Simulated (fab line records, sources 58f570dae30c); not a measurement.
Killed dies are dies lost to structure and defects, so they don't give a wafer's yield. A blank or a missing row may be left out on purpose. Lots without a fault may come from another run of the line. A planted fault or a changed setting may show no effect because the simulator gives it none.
fab line records | flow berkeley_cmos170
record lots=5 wafers=15 last_day=12
route steps=331 shown PLDD@148 NLDD@158 SPACER@171 PSD@175 NSD@187
lots that met no fault: from a run of the same line without faults
start_h: hours from the record's first day to the start of the lot's first wafer shown | wait_h: hours since the lot's step before | " the same as in the row above | L1.1+2: a row that stands for several wafers | - no value, or no start given | * or withheld: withheld | < > ~ a bound
route shown NAME@n: a module of which the file shows steps, and the number in the route of the first | usual: mean/standard deviation of fault-free wafers | same: alike in all rows | chamber/n: place in a boat | sites: the reading at each site | _std_site: their standard deviation | _edge_site: outer sites' mean less inner sites' | radius_mm: how far each site lies from the wafer's centre | mask NAME#n: copy n | behind: the tool/chamber that last shaped the wafer | hold: why the lot was held/for how many hours/how that ended | device: the transistor (n, p or np) that didn't switch | end of line: the same wafers' tests at the end of the route | a step without rows: its recipe alone | killed: dies lost to structure and defects at the first sort, not the wafer's yield | map: a wafer's dies, x killed, . not, _ none there
set.NAME: the setting as run; set.NAME@STEP: as run at that earlier step | model.NAME: the simulator's own value behind a step, which no gauge read
lots at some steps of the route; a table a step, a row a wafer
services: from which hour (start_h, from the record's first day; less than 0 if before it) a tool's chamber was out of use, for how many hours, and why
## steps
# step UCB170_PLDD_EXPOSE_03
# recipe mask_id=PSELECT na=0.5 sigma_outer=0.6 source_shape=conventional target_cd_nm=1200 dose_mj=30
# usual stage_vel_mm_s=500.01/0.25
# columns lot.wafer tool chamber start_h wait_h mask stage_vel_mm_s
L087.2 krf_scanner-01 0 193.59 0.3 PSELECT#0 500.10
L087.4 " 0 " " PSELECT#0 500.26
L087.6 " 0 " " PSELECT#0 499.96
L091.3 krf_scanner-02 0 225.46 0.1 PSELECT#0 500.27
L091.4 " 0 " " PSELECT#0 499.80
L091.6 " 0 " " PSELECT#0 499.83
L090.3 krf_scanner-01 0 226.07 0.2 PSELECT#0 500.11
L090.4 " 0 " " PSELECT#0 499.94
L090.5 " 0 " " PSELECT#0 500.38
L093.4 krf_scanner-01 0 240.80 0.4 PSELECT#0 499.59
L093.5 " 0 " " PSELECT#0 499.85
L093.6 " 0 " " PSELECT#0 499.73
L095.1 krf_scanner-01 0 240.86 0.2 PSELECT#0 499.45
L095.5 " 0 " " PSELECT#0 499.41
L095.6 " 0 " " PSELECT#0 499.68
# step UCB170_PLDD_PEB_04
# recipe peb_temp_c=130 peb_time_s=withheld resist=KrF
# columns lot.wafer tool chamber start_h wait_h
L087.2+4+6 litho_track-03 0 193.83 0.2
L091.3+4+6 litho_track-02 0 225.92 0.4
L090.3+4+5 litho_track-01 0 226.23 0.1
L093.4+5+6 litho_track-01 0 241.45 0.6
L095.1+5+6 litho_track-02 0 241.63 0.7
# step UCB170_PLDD_DEVELOP_05
# recipe developer=TMAH develop_time_s=45 resist=KrF dev_temp_c=21
# columns lot.wafer tool chamber start_h wait_h
L087.2+4+6 litho_track-03 0 - -
L091.3+4+6 litho_track-02 0 - -
L090.3+4+5 litho_track-01 0 - -
L093.4+5+6 litho_track-01 0 - -
L095.1+5+6 litho_track-02 0 - -
# step UCB170_PLDD_CD_MEAS_06
# recipe target_cd_nm=1200
# usual cd_nm=1199.6/1.6
# columns lot.wafer tool chamber start_h wait_h cd_nm
L087.2 cd_sem-01 - 194.10 - 1201.8
L087.4 " - " " 1202.5
L087.6 " - " " 1200.9
L091.3 cd_sem-02 - 226.18 - 1197.0
L091.4 " - " " 1196.4
L091.6 " - " " 1196.7
L090.3 cd_sem-02 - 226.58 - 1200.5
L090.4 " - " " 1200.1
L090.5 " - " " 1199.7
L093.4 cd_sem-01 - 241.71 - 1200.8
L093.5 " - " " 1200.5
L093.6 " - " " 1200.5
L095.1 cd_sem-01 - 241.90 - 1198.1
L095.5 " - " " 1198.9
L095.6 " - " " 1197.8
# step UCB170_PLDD_OVL_MEAS_07
# usual PLDD_OVL=-2/4.7
# columns lot.wafer tool chamber start_h wait_h PLDD_OVL[nm]
L087.2 overlay-01 - 194.21 0.1 -7
L087.4 " - " " -5
L087.6 " - " " -6
L091.3 overlay-01 - 226.28 0.1 2
L091.4 " - " " 8
L091.6 " - " " 5
L090.3 overlay-02 - 226.67 0.1 -5
L090.4 " - " " -8
L090.5 " - " " -13
L093.4 overlay-01 - 241.79 0.1 1
L093.5 " - " " 1
L093.6 " - " " -1
L095.1 overlay-02 - 242.02 0.1 -1
L095.5 " - " " -3
L095.6 " - " " -3
# step UCB170_PLDD_IMPLANT_08
# recipe species=BF2 dose_cm2=5e+13 energy_kev=10 tilt_deg=7 rotation_deg=0
# columns lot.wafer tool chamber start_h wait_h
L087.2+4+6 implanter-02 0 194.26 0.0
L091.3+4+6 implanter-02 0 226.35 0.1
L090.3+4+5 implanter-01 0 226.74 0.1
L093.4+5+6 implanter-03 0 241.88 0.1
L095.1+5+6 implanter-01 0 242.06 0.0
# step UCB170_PLDD_IMPLANT_09
# recipe species=BF2 dose_cm2=5e+13 energy_kev=10 tilt_deg=7 rotation_deg=180
# columns lot.wafer tool chamber start_h wait_h
L087.2+4+6 implanter-02 0 194.41 0.1
L091.3+4+6 implanter-02 0 226.50 0.1
L090.3+4+5 implanter-01 0 226.89 0.1
L093.4+5+6 implanter-03 0 242.03 0.1
L095.1+5+6 implanter-01 0 242.21 0.1
# step UCB170_PLDD_STRIP_10
# recipe chemistry=O2 power_w=400 pressure_mtorr=3500 platen_temp_c=withheld o2_flow_sccm=400 overash_fraction=0.5
# usual drypump_motor_current_A=5.5/0.5 oes_product_au=0.734/0.0045 strip_time_to_endpoint_s=21.66/0.064
# columns lot.wafer tool chamber start_h wait_h drypump_motor_current_A oes_product_au rf_hours_counter_h strip_time_to_endpoint_s
L087.2 plasma_asher-02 1 194.54 0.1 5.3 0.735 40 21.72
L087.4 " 1 " " 5.3 0.738 - 21.70
L087.6 " 0 " " 5.0 0.728 - 21.77
L091.3 plasma_asher-02 0 226.63 0.1 5.1 0.724 - 21.75
L091.4 " 1 " " 5.3 0.737 - 21.76
L091.6 " 1 " " 5.3 0.733 - 21.72
L090.3 plasma_asher-02 0 227.03 0.1 5.1 0.729 - 21.56
L090.4 " 1 " " 5.3 0.736 - 21.58
L090.5 " 0 " " 5.1 0.730 - 21.62
L093.4 plasma_asher-01 1 242.14 0.1 6.1 0.730 - 21.61
L093.5 " 0 " " 6.1 0.729 - 21.73
L093.6 " 1 " " 6.1 0.726 - 21.70
L095.1 plasma_asher-02 0 242.36 0.1 5.1 0.736 44 21.50
L095.5 " 1 " " 5.3 0.729 - 21.58
L095.6 " 0 " " 5.1 0.738 - 21.51
# step UCB170_PLDD_TW_MEAS_11
# usual PLDD_TW=1016/4.8
# columns lot.wafer tool chamber start_h wait_h PLDD_TW
L087.2 film_metro-02 - 194.65 0.1 1007
L087.4 " - " " 1015
L087.6 " - " " 1016
L091.3 film_metro-04 - 226.72 0.1 1018
L091.4 " - " " 1016
L091.6 " - " " 1015
L090.3 film_metro-04 - 227.11 0.1 1021
L090.4 " - " " 1015
L090.5 " - " " 1013
L093.4 film_metro-03 - 242.24 0.1 1018
L093.5 " - " " 1021
L093.6 " - " " 1019
L095.1 film_metro-04 - 242.46 0.1 1016
L095.5 " - " " 1022
L095.6 " - " " 1021
# step UCB170_PLDD_CLEAN_12
# recipe chemistry=SPM temp_c=120 time_s=600
# columns lot.wafer tool chamber start_h wait_h
L087.2+4+6 wet_bench-04 0 194.70 0.0
L091.3+4+6 wet_bench-01 0 226.76 0.0
L090.3+4+5 wet_bench-04 1 227.19 0.1
L093.4+5+6 wet_bench-02 2 242.27 0.0
L095.1+5+6 wet_bench-02 0 242.52 0.1
# step UCB170_NLDD_HMDS_00
# recipe prime_time_s=60 prime_temp_c=100
# same prime_time_s=60
# columns lot.wafer tool chamber start_h wait_h
L087.2+4+6 litho_track-03 0 195.01 0.1
L091.3+4+6 litho_track-04 0 226.98 0.1
L090.3+4+5 litho_track-03 0 227.69 0.3
L093.4+5+6 litho_track-01 0 242.90 0.5
L095.1+5+6 litho_track-04 0 243.21 0.5
# step UCB170_NLDD_COAT_01
# recipe resist=KrF spin_rpm=1500 resist_thk_nm=900
# columns lot.wafer tool chamber start_h wait_h
L087.2+4+6 litho_track-03 0 195.16 0.1
L091.3+4+6 litho_track-04 0 227.13 0.1
L090.3+4+5 litho_track-03 0 227.84 0.1
L093.4+5+6 litho_track-01 0 243.05 0.1
L095.1+5+6 litho_track-04 0 243.36 0.1
# step UCB170_NLDD_SOFTBAKE_02
# recipe resist=KrF temp_c=130 time_s=60
# columns lot.wafer tool chamber start_h wait_h
L087.2+4+6 litho_track-03 0 195.31 0.1
L091.3+4+6 litho_track-04 0 227.28 0.1
L090.3+4+5 litho_track-03 0 227.99 0.1
L093.4+5+6 litho_track-01 0 243.20 0.1
L095.1+5+6 litho_track-04 0 243.51 0.1
# step UCB170_NLDD_EXPOSE_03
# recipe mask_id=NSELECT na=0.5 sigma_outer=0.6 source_shape=conventional target_cd_nm=1200 dose_mj=30
# usual stage_vel_mm_s=500.01/0.23
# columns lot.wafer tool chamber start_h wait_h mask stage_vel_mm_s
L087.2 krf_scanner-02 0 195.58 0.2 NSELECT#0 500.39
L087.4 " 0 " " NSELECT#0 500.08
L087.6 " 0 " " NSELECT#0 500.23
L091.3 krf_scanner-01 0 227.55 0.2 NSELECT#0 499.72
L091.4 " 0 " " NSELECT#0 499.90
L091.6 " 0 " " NSELECT#0 499.94
L090.3 krf_scanner-02 0 228.29 0.3 NSELECT#0 500.01
L090.4 " 0 " " NSELECT#0 500.27
L090.5 " 0 " " NSELECT#0 500.24
L093.4 krf_scanner-01 0 243.46 0.2 NSELECT#0 500.12
L093.5 " 0 " " NSELECT#0 500.08
L093.6 " 0 " " NSELECT#0 500.10
L095.1 krf_scanner-01 0 243.66 0.1 NSELECT#0 500.07
L095.5 " 0 " " NSELECT#0 499.59
L095.6 " 0 " " NSELECT#0 500.12
# step UCB170_NLDD_PEB_04
# recipe peb_temp_c=130 peb_time_s=withheld resist=KrF
# columns lot.wafer tool chamber start_h wait_h
L087.2+4+6 litho_track-04 0 195.70 0.1
L091.3+4+6 litho_track-03 0 228.14 0.6
L090.3+4+5 litho_track-01 0 228.79 0.5
L093.4+5+6 litho_track-01 0 243.80 0.3
L095.1+5+6 litho_track-01 0 244.45 0.8
# step UCB170_NLDD_DEVELOP_05
# recipe developer=TMAH develop_time_s=45 resist=KrF dev_temp_c=21
# columns lot.wafer tool chamber start_h wait_h
L087.2+4+6 litho_track-04 0 - -
L091.3+4+6 litho_track-03 0 - -
L090.3+4+5 litho_track-01 0 - -
L093.4+5+6 litho_track-01 0 - -
L095.1+5+6 litho_track-01 0 - -
# step UCB170_NLDD_CD_MEAS_06
# recipe target_cd_nm=1200
# usual cd_nm=1199.7/1.2
# columns lot.wafer tool chamber start_h wait_h cd_nm
L087.2 cd_sem-02 - 195.97 - 1199.7
L087.4 " - " " 1199.7
L087.6 " - " " 1198.9
L091.3 cd_sem-02 - 228.40 - 1198.3
L091.4 " - " " 1199.8
L091.6 " - " " 1200.2
L090.3 cd_sem-01 - 229.05 - 1200.2
L090.4 " - " " 1200.3
L090.5 " - " " 1201.9
L093.4 cd_sem-01 - 244.06 - 1197.8
L093.5 " - " " 1198.6
L093.6 " - " " 1197.5
L095.1 cd_sem-02 - 244.73 - 1201.0
L095.5 " - " " 1200.9
L095.6 " - " " 1199.4
# step UCB170_NLDD_OVL_MEAS_07
# usual NLDD_OVL=-1/5
# columns lot.wafer tool chamber start_h wait_h NLDD_OVL[nm]
L087.2 overlay-01 - 196.08 0.1 0
L087.4 " - " " -1
L087.6 " - " " -2
L091.3 overlay-02 - 228.50 0.1 -9
L091.4 " - " " 4
L091.6 " - " " -4
L090.3 overlay-01 - 229.14 0.1 5
L090.4 " - " " 4
L090.5 " - " " 1
L093.4 overlay-01 - 244.14 0.1 -7
L093.5 " - " " -5
L093.6 " - " " 0
L095.1 overlay-01 - 244.85 0.1 -7
L095.5 " - " " -8
L095.6 " - " " -4
# step UCB170_NLDD_IMPLANT_08
# recipe species=As dose_cm2=5e+13 energy_kev=30 tilt_deg=7 rotation_deg=0
# columns lot.wafer tool chamber start_h wait_h
L087.2+4+6 implanter-01 0 196.13 0.0
L091.3+4+6 implanter-04 0 228.57 0.1
L090.3+4+5 implanter-04 0 229.22 0.1
L093.4+5+6 implanter-01 0 244.23 0.1
L095.1+5+6 implanter-02 0 244.88 0.0
# step UCB170_NLDD_IMPLANT_09
# recipe species=As dose_cm2=5e+13 energy_kev=30 tilt_deg=7 rotation_deg=180
# columns lot.wafer tool chamber start_h wait_h
L087.2+4+6 implanter-01 0 196.28 0.1
L091.3+4+6 implanter-04 0 228.72 0.1
L090.3+4+5 implanter-04 0 229.37 0.1
L093.4+5+6 implanter-01 0 244.38 0.1
L095.1+5+6 implanter-02 0 245.03 0.1
# step UCB170_NLDD_STRIP_10
# recipe chemistry=O2 power_w=400 pressure_mtorr=3500 platen_temp_c=withheld o2_flow_sccm=400 overash_fraction=0.5
# usual drypump_motor_current_A=5.7/0.4 oes_product_au=0.734/0.0047 strip_time_to_endpoint_s=21.67/0.078
# columns lot.wafer tool chamber start_h wait_h drypump_motor_current_A oes_product_au rf_hours_counter_h strip_time_to_endpoint_s
L087.2 plasma_asher-01 0 196.41 0.1 6.0 0.737 54 21.70
L087.4 " 1 " " 6.1 0.735 - 21.67
L087.6 " 1 " " 6.1 0.737 - 21.73
L091.3 plasma_asher-04 0 228.85 0.1 5.5 0.727 - 21.62
L091.4 " 1 " " 5.3 0.734 - 21.61
L091.6 " 0 " " 5.6 0.733 - 21.65
L090.3 plasma_asher-04 1 229.50 0.1 5.3 0.734 - 21.76
L090.4 " 0 " " 5.6 0.745 - 21.74
L090.5 " 1 " " 5.3 0.738 - 21.77
L093.4 plasma_asher-01 0 244.49 0.1 6.1 0.737 - 21.59
L093.5 " 0 " " 6.1 0.729 - 21.52
L093.6 " 1 " " 6.1 0.741 - 21.60
L095.1 plasma_asher-03 1 245.18 0.1 6.2 0.731 13 21.71
L095.5 " 0 " " 5.0 0.731 - 21.67
L095.6 " 1 " " 6.2 0.730 - 21.64
# step UCB170_NLDD_TW_MEAS_11
# usual NLDD_TW=2232/11
# columns lot.wafer tool chamber start_h wait_h NLDD_TW
L087.2 film_metro-03 - 196.52 0.1 2239
L087.4 " - " " 2238
L087.6 " - " " 2233
L091.3 film_metro-04 - 228.94 0.1 2229
L091.4 " - " " 2235
L091.6 " - " " 2232
L090.3 film_metro-03 - 229.59 0.1 2251
L090.4 " - " " 2258
L090.5 " - " " 2238
L093.4 film_metro-02 - 244.59 0.1 2214
L093.5 " - " " 2212
L093.6 " - " " 2222
L095.1 film_metro-02 - 245.28 0.1 2212
L095.5 " - " " 2214
L095.6 " - " " 2232
# step UCB170_NLDD_CLEAN_12
# recipe chemistry=SPM temp_c=120 time_s=600
# columns lot.wafer tool chamber start_h wait_h
L087.2+4+6 wet_bench-02 0 196.67 0.1
L091.3+4+6 wet_bench-01 3 228.98 0.0
L090.3+4+5 wet_bench-01 3 229.71 0.1
L093.4+5+6 wet_bench-02 0 244.62 0.0
L095.1+5+6 wet_bench-01 3 245.40 0.1
# step UCB170_SPACER_CVD_00
# recipe material=SiO2 target_thk_nm=376 temp_c=390 precursor=TEOS/O2 time_s=47 rf_w=550 pressure_mtorr=9000
# usual heater_power_w=291/79
# columns lot.wafer tool chamber start_h wait_h heater_power_w since_wet_clean_h
L087.2 pecvd-01 1 196.85 0.0 181 168
L087.4 " 2 " " 321 -
L087.6 " 1 " " 187 -
L091.3 pecvd-03 2 229.16 0.0 317 415
L091.4 " 0 " " 268 -
L091.6 " 2 " " 329 -
L090.3 pecvd-04 2 229.88 0.0 277 308
L090.4 " 1 " " 301 -
L090.5 " 0 " " 285 -
L093.4 pecvd-04 1 244.82 0.0 285 -
L093.5 " 0 " " 245 -
L093.6 " 2 " " 319 -
L095.1 pecvd-01 1 245.59 0.0 140 217
L095.5 " 1 " " 151 -
L095.6 " 0 " " 329 -
# step UCB170_SPACER_THK_MEAS_01
# recipe reads=SiO2_of_SPACER_CVD_00
# usual SPACER_TEOS_THK=374/4.7
# columns lot.wafer tool chamber start_h wait_h SPACER_TEOS_THK[nm]
L087.2 film_metro-02 - 196.90 0.0 372
L087.4 " - " " 377
L087.6 " - " " 378
L091.3 film_metro-03 - 229.22 0.0 365
L091.4 " - " " 370
L091.6 " - " " 371
L090.3 film_metro-03 - 229.94 0.0 376
L090.4 " - " " 383
L090.5 " - " " 380
L093.4 film_metro-03 - 244.87 0.0 379
L093.5 " - " " 372
L093.6 " - " " 371
L095.1 film_metro-02 - 245.63 0.0 373
L095.5 " - " " 379
L095.6 " - " " 378
# step UCB170_SPACER_ANNEAL_02
# recipe temp_c=900 time_s=1800 ambient=N2
# columns lot.wafer tool chamber start_h wait_h
L087.2+4+6 furnace-01 0 201.02 4.1
L090.3+4+5 furnace-02 0 232.84 2.9
L091.3+4+6 furnace-02 0 232.84 3.6
L093.4+5+6 furnace-03 0 245.24 0.4
L095.1+5+6 furnace-02 0 247.89 2.2
# step UCB170_SPACER_ETCHBACK_03
# recipe stop_on=Si target=SiO2 chemistry=CHF3/CF4/Ar CHF3_flow_sccm=50 cf4_flow_sccm=10 Ar_flow_sccm=120 pressure_mtorr=200 rf_w=500 target_depth_a=3760 time_s=100
# usual drypump_motor_current_A=5.4/0.42 oes_product_au=0.893/0.017 throttle_valve_pct=6.50/0.1
# columns lot.wafer tool chamber start_h wait_h drypump_motor_current_A oes_product_au rf_hours_counter_h throttle_valve_pct
L087.2 rie_diel-02 3 202.52 0.0 6.3 0.898 10 6.55
L087.4 " 2 " " 5.5 0.901 58 6.55
L087.6 " 0 " " 5.0 0.874 - 6.59
L090.3 rie_diel-01 2 234.34 0.0 5.9 0.918 23 6.34
L090.4 " 1 " " 4.9 0.920 - 6.52
L090.5 " 2 " " 5.9 0.924 - 6.32
L091.3 rie_diel-02 0 234.34 0.0 5.0 0.858 54 6.58
L091.4 " 3 " " 6.3 0.878 12 6.55
L091.6 " 2 " " 5.5 0.891 - 6.57
L093.4 rie_diel-02 3 246.74 0.0 6.3 0.904 12 6.58
L093.5 " 2 " " 5.5 0.889 - 6.56
L093.6 " 1 " " 5.1 0.884 - 6.49
L095.1 rie_diel-03 2 249.39 0.0 5.2 0.905 52 6.63
L095.5 " 0 " " 5.4 0.888 - 6.48
L095.6 " 1 " " 4.7 0.875 - 6.32
# step UCB170_PSD_HMDS_00
# recipe prime_time_s=60 prime_temp_c=100
# same prime_time_s=60
# columns lot.wafer tool chamber start_h wait_h
L087.2+4+6 litho_track-04 0 202.61 0.1
L090.3+4+5 litho_track-04 0 234.46 0.1
L091.3+4+6 litho_track-02 0 234.46 0.1
L093.4+5+6 litho_track-04 0 247.53 0.8
L095.1+5+6 litho_track-01 0 249.46 0.0
# step UCB170_PSD_COAT_01
# recipe resist=KrF spin_rpm=1500 resist_thk_nm=900
# columns lot.wafer tool chamber start_h wait_h
L087.2+4+6 litho_track-04 0 202.76 0.1
L090.3+4+5 litho_track-04 0 234.61 0.1
L091.3+4+6 litho_track-02 0 234.61 0.1
L093.4+5+6 litho_track-04 0 247.68 0.1
L095.1+5+6 litho_track-01 0 249.61 0.1
# step UCB170_PSD_SOFTBAKE_02
# recipe resist=KrF temp_c=130 time_s=60
# columns lot.wafer tool chamber start_h wait_h
L087.2+4+6 litho_track-04 0 202.91 0.1
L090.3+4+5 litho_track-04 0 234.76 0.1
L091.3+4+6 litho_track-02 0 234.76 0.1
L093.4+5+6 litho_track-04 0 247.83 0.1
L095.1+5+6 litho_track-01 0 249.76 0.1
# step UCB170_PSD_EXPOSE_03
# recipe mask_id=PSELECT_MOD na=0.5 sigma_outer=0.6 source_shape=conventional target_cd_nm=1200 dose_mj=30
# usual stage_vel_mm_s=500.04/0.24
# columns lot.wafer tool chamber start_h wait_h mask stage_vel_mm_s
L087.2 krf_scanner-02 0 203.17 0.2 PSELECT_MOD#0 499.82
L087.4 " 0 " " PSELECT_MOD#0 499.67
L087.6 " 0 " " PSELECT_MOD#0 499.55
L091.3 krf_scanner-01 0 235.02 0.2 PSELECT_MOD#0 499.78
L091.4 " 0 " " PSELECT_MOD#0 500.01
L091.6 " 0 " " PSELECT_MOD#0 500.11
L090.3 krf_scanner-02 0 235.38 0.6 PSELECT_MOD#0 499.76
L090.4 " 0 " " PSELECT_MOD#0 500.42
L090.5 " 0 " " PSELECT_MOD#0 500.04
L093.4 krf_scanner-02 0 248.09 0.2 PSELECT_MOD#0 500.10
L093.5 " 0 " " PSELECT_MOD#0 499.91
L093.6 " 0 " " PSELECT_MOD#0 500.10
L095.1 krf_scanner-02 0 249.91 0.1 PSELECT_MOD#0 500.13
L095.5 " 0 " " PSELECT_MOD#0 500.01
L095.6 " 0 " " PSELECT_MOD#0 499.99
# step UCB170_PSD_PEB_04
# recipe peb_temp_c=130 peb_time_s=withheld resist=KrF
# columns lot.wafer tool chamber start_h wait_h
L087.2+4+6 litho_track-02 0 203.30 0.1
L091.3+4+6 litho_track-01 0 235.15 0.1
L090.3+4+5 litho_track-04 0 235.51 0.1
L093.4+5+6 litho_track-02 0 248.29 0.2
L095.1+5+6 litho_track-02 0 250.03 0.1
# step UCB170_PSD_DEVELOP_05
# recipe developer=TMAH develop_time_s=45 resist=KrF dev_temp_c=21
# columns lot.wafer tool chamber start_h wait_h
L087.2+4+6 litho_track-02 0 - -
L091.3+4+6 litho_track-01 0 - -
L090.3+4+5 litho_track-04 0 - -
L093.4+5+6 litho_track-02 0 - -
L095.1+5+6 litho_track-02 0 - -
# step UCB170_PSD_CD_MEAS_06
# recipe target_cd_nm=1200
# usual cd_nm=1199.4/1.2
# columns lot.wafer tool chamber start_h wait_h cd_nm
L087.2 cd_sem-01 - 203.57 - 1198.7
L087.4 " - " " 1199.6
L087.6 " - " " 1199.7
L091.3 cd_sem-01 - 235.42 - 1199.7
L091.4 " - " " 1200.3
L091.6 " - " " 1200.8
L090.3 cd_sem-01 - 235.77 - 1198.8
L090.4 " - " " 1197.4
L090.5 " - " " 1198.1
L093.4 cd_sem-02 - 248.55 - 1199.7
L093.5 " - " " 1198.4
L093.6 " - " " 1198.0
L095.1 cd_sem-01 - 250.30 - 1200.6
L095.5 " - " " 1199.0
L095.6 " - " " 1199.3
# step UCB170_PSD_OVL_MEAS_07
# usual PSD_OVL=-1/5.3
# columns lot.wafer tool chamber start_h wait_h PSD_OVL[nm]
L087.2 overlay-01 - 203.67 0.1 1
L087.4 " - " " 7
L087.6 " - " " -3
L091.3 overlay-02 - 235.51 0.1 6
L091.4 " - " " 3
L091.6 " - " " 3
L090.3 overlay-01 - 235.87 0.1 4
L090.4 " - " " -2
L090.5 " - " " -2
L093.4 overlay-01 - 248.62 0.1 15
L093.5 " - " " 7
L093.6 " - " " 2
L095.1 overlay-02 - 250.42 0.1 -5
L095.5 " - " " -3
L095.6 " - " " -13
# step UCB170_PSD_IMPLANT_08
# recipe species=B dose_cm2=3e+15 energy_kev=20 tilt_deg=7
# columns lot.wafer tool chamber start_h wait_h
L087.2+4+6 implanter-02 0 203.73 0.0
L091.3+4+6 implanter-02 0 235.58 0.1
L090.3+4+5 implanter-03 0 235.94 0.1
L093.4+5+6 implanter-02 0 248.72 0.1
L095.1+5+6 implanter-03 0 250.46 0.0
# step UCB170_PSD_STRIP_09
# recipe chemistry=O2 power_w=400 pressure_mtorr=3500 platen_temp_c=withheld o2_flow_sccm=400 overash_fraction=0.5
# usual drypump_motor_current_A=5.6/0.41 oes_product_au=0.600/0.0049 strip_time_to_endpoint_s=29.43/0.091
# columns lot.wafer tool chamber start_h wait_h drypump_motor_current_A oes_product_au rf_hours_counter_h strip_time_to_endpoint_s
L087.2 plasma_asher-04 1 203.85 0.1 5.3 0.608 44 29.47
L087.4 " 1 " " 5.3 0.592 - 29.47
L087.6 " 1 " " 5.3 0.608 - 29.55
L091.3 plasma_asher-02 1 235.72 0.1 5.3 0.597 - 29.51
L091.4 " 0 " " 5.1 0.592 - 29.50
L091.6 " 0 " " 5.1 0.599 - 29.50
L090.3 plasma_asher-04 1 236.07 0.1 5.3 0.602 - 29.47
L090.4 " 0 " " 5.6 0.599 - 29.33
L090.5 " 1 " " 5.3 0.605 - 29.34
L093.4 plasma_asher-04 0 248.83 0.1 5.5 0.605 - 29.46
L093.5 " 1 " " 5.3 0.594 - 29.40
L093.6 " 0 " " 5.5 0.605 - 29.48
L095.1 plasma_asher-01 0 250.61 0.1 6.0 0.597 59 29.52
L095.5 " 1 " " 6.1 0.591 - 29.45
L095.6 " 0 " " 6.0 0.603 - 29.52
# step UCB170_PSD_TW_MEAS_10
# usual PSD_TW=2342/14
# columns lot.wafer tool chamber start_h wait_h PSD_TW
L087.2 film_metro-04 - 203.96 0.1 2344
L087.4 " - " " 2353
L087.6 " - " " 2343
L091.3 film_metro-02 - 235.80 0.1 2330
L091.4 " - " " 2324
L091.6 " - " " 2337
L090.3 film_metro-02 - 236.16 0.1 2318
L090.4 " - " " 2329
L090.5 " - " " 2312
L093.4 film_metro-03 - 248.92 0.1 2350
L093.5 " - " " 2362
L093.6 " - " " 2366
L095.1 film_metro-04 - 250.71 0.1 2345
L095.5 " - " " 2343
L095.6 " - " " 2360
# step UCB170_PSD_CLEAN_11
# recipe chemistry=SPM temp_c=120 time_s=600
# columns lot.wafer tool chamber start_h wait_h
L087.2+4+6 wet_bench-01 1 204.54 0.6
L091.3+4+6 wet_bench-03 0 235.84 0.0
L090.3+4+5 wet_bench-03 3 236.23 0.1
L093.4+5+6 wet_bench-03 3 249.19 0.3
L095.1+5+6 wet_bench-01 2 251.62 0.9
# step UCB170_NSD_HMDS_00
# recipe prime_time_s=60 prime_temp_c=100
# same prime_time_s=60
# columns lot.wafer tool chamber start_h wait_h
L087.2+4+6 litho_track-04 0 204.74 0.0
L091.3+4+6 litho_track-03 0 236.07 0.1
L090.3+4+5 litho_track-02 0 236.45 0.1
L093.4+5+6 litho_track-03 0 249.44 0.1
L095.1+5+6 litho_track-02 0 251.81 0.0
# step UCB170_NSD_COAT_01
# recipe resist=KrF spin_rpm=1500 resist_thk_nm=900
# columns lot.wafer tool chamber start_h wait_h
L087.2+4+6 litho_track-04 0 204.89 0.1
L091.3+4+6 litho_track-03 0 236.22 0.1
L090.3+4+5 litho_track-02 0 236.60 0.1
L093.4+5+6 litho_track-03 0 249.59 0.1
L095.1+5+6 litho_track-02 0 251.96 0.1
# step UCB170_NSD_SOFTBAKE_02
# recipe resist=KrF temp_c=130 time_s=60
# columns lot.wafer tool chamber start_h wait_h
L087.2+4+6 litho_track-04 0 205.04 0.1
L091.3+4+6 litho_track-03 0 236.37 0.1
L090.3+4+5 litho_track-02 0 236.75 0.1
L093.4+5+6 litho_track-03 0 249.74 0.1
L095.1+5+6 litho_track-02 0 252.11 0.1
# step UCB170_NSD_EXPOSE_03
# recipe mask_id=NSELECT_MOD na=0.5 sigma_outer=0.6 source_shape=conventional target_cd_nm=1200 dose_mj=30
# usual stage_vel_mm_s=499.99/0.24
# columns lot.wafer tool chamber start_h wait_h mask stage_vel_mm_s
L087.2 krf_scanner-01 0 205.30 0.2 NSELECT_MOD#0 499.80
L087.4 " 0 " " NSELECT_MOD#0 499.93
L087.6 " 0 " " NSELECT_MOD#0 499.93
L091.3 krf_scanner-01 0 236.51 0.1 NSELECT_MOD#0 499.96
L091.4 " 0 " " NSELECT_MOD#0 499.73
L091.6 " 0 " " NSELECT_MOD#0 500.29
L090.3 krf_scanner-01 0 237.08 0.3 NSELECT_MOD#0 500.03
L090.4 " 0 " " NSELECT_MOD#0 500.01
L090.5 " 0 " " NSELECT_MOD#0 499.54
L093.4 krf_scanner-02 0 250.11 0.3 NSELECT_MOD#0 500.02
L093.5 " 0 " " NSELECT_MOD#0 499.82
L093.6 " 0 " " NSELECT_MOD#0 499.70
L095.1 krf_scanner-02 0 252.26 0.1 NSELECT_MOD#0 499.77
L095.5 " 0 " " NSELECT_MOD#0 499.98
L095.6 " 0 " " NSELECT_MOD#0 500.01
# step UCB170_NSD_PEB_04
# recipe peb_temp_c=130 peb_time_s=withheld resist=KrF
# columns lot.wafer tool chamber start_h wait_h
L087.2+4+6 litho_track-04 0 205.46 0.1
L091.3+4+6 litho_track-03 0 236.63 0.1
L090.3+4+5 litho_track-02 0 237.43 0.3
L093.4+5+6 litho_track-03 0 250.28 0.1
L095.1+5+6 litho_track-04 0 252.38 0.1
# step UCB170_NSD_DEVELOP_05
# recipe developer=TMAH develop_time_s=45 resist=KrF dev_temp_c=21
# columns lot.wafer tool chamber start_h wait_h
L087.2+4+6 litho_track-04 0 - -
L091.3+4+6 litho_track-03 0 - -
L090.3+4+5 litho_track-02 0 - -
L093.4+5+6 litho_track-03 0 - -
L095.1+5+6 litho_track-04 0 - -
## services
# columns tool chamber start_h hours kind
pecvd-01 - 174.75 2.8 pm
krf_scanner-01 - 183.70 0.2 repair
krf_scanner-01 - 184.66 1.0 pm
pecvd-03 - 186.90 6.0 pm
krf_scanner-02 - 187.86 0.2 repair
rie_diel-02 0 190.97 4.9 repair
furnace-01 - 193.19 2.4 pm
krf_scanner-01 - 196.14 7.7 repair
rie_diel-01 - 197.13 14.6 pm
pecvd-01 - 199.00 4.1 repair
implanter-04 - 199.77 1.6 repair
plasma_asher-02 - 202.30 3.2 repair
krf_scanner-02 - 203.86 3.6 pm
krf_scanner-02 - 207.42 1.3 pm
implanter-04 - 209.79 16.7 pm
rie_diel-03 - 213.78 1.0 repair
rie_diel-01 0 214.85 3.8 repair
krf_scanner-02 - 218.43 0.5 repair
rie_diel-01 2 221.54 3.4 repair
furnace-02 - 229.12 3.7 pm
krf_scanner-01 - 232.50 0.6 repair
krf_scanner-01 - 244.56 1.9 repair
plasma_asher-01 - 249.16 1.2 repair
implanter-02 - 249.17 5.2 repair
## key
fault none
